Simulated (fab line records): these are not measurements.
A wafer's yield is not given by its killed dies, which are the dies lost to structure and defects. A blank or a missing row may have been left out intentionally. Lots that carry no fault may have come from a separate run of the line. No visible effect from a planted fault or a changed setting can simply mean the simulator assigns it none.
Struck lot and sound lot, side by side || flow rit_cmos || 10 out of 202 route steps
Sound: wafers L806.1, L806.3, L806.5. Wafers struck: L798.1, L798.2, L798.3. Last of all comes the cause.
Per side, at each step with rows, come the tool, then ch with its chambers, and then its first start. Under that, the readings that differ: sound wafers || struck wafers || difference of the means || sigmas: that difference in standard deviations of wafers without a fault.
alike: words and numbers the same on both sides, and readings whose means are apart by under 2 such deviations; not compared: readings that were withheld, readings missing a value for some wafer, numbers with overlapping values and no deviation given by the record, and bounds like >300 which may hide the same value.
A row with sigmas, a row that says differs or no value, or rows on one side alone: a step with any of these is where the two part. Numbers that don't overlap but have no deviation are shown without sigmas and don't part them. A reading missing from all wafers of one side parts the sides only when that side holds two or more wafers.

RIT_ACTIVE_BOW_MEAS_00:
  sound: film_metro-04 at day 5 19:00; struck: film_metro-04 at day 4 03:00
  alike: INCOMING_BOW
then, 1 step without rows for these wafers: RIT_ACTIVE_OXIDATION_01 (target thk 46.8 nm, ox time 3360 s).
RIT_ACTIVE_THK_MEAS_02:
  sound: film_metro-02 at day 5 21:08; struck: film_metro-02 at day 4 07:16
  alike: ACTIVE_OXIDE_THK
then, 1 step without rows for these wafers: RIT_ACTIVE_CVD_03 (deposits Si3N4 from SiH2Cl2/NH3, target thk 150 nm, time 1500 s).
RIT_ACTIVE_THK_MEAS_04:
  sound: film_metro-02 at day 5 23:20; struck: film_metro-02 at day 4 08:44
  alike: ACTIVE_NITRIDE_THK
then, 3 steps without rows for these wafers: RIT_ACTIVE_HMDS_05 (prime time 60 s); RIT_ACTIVE_COAT_06 (resist thk 1000 nm); RIT_ACTIVE_SOFTBAKE_07 (time 60 s).
RIT_ACTIVE_EXPOSE_08: exposes mask M1, target cd 1400 nm.
  struck on iline_stepper-01, day 4 09:15; sound on iline_stepper-02 ch 0, day 6 00:04
  no value came back on the struck wafers for exposure_dose_mJ_cm2, focus_offset_nm (nm); on the sound wafers exposure_dose_mJ_cm2 reads 223.17 223.02 223.29
  alike: mask
next, for these wafers, 1 step has no rows: RIT_ACTIVE_PEB_09.

WHERE THEY PART
Only at RIT_ACTIVE_EXPOSE_08, as far as this record shows.

WHY: what the simulator had put in
Whole step skipped at RIT_ACTIVE_EXPOSE_08 on iline_stepper-01, starting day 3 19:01. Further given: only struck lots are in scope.
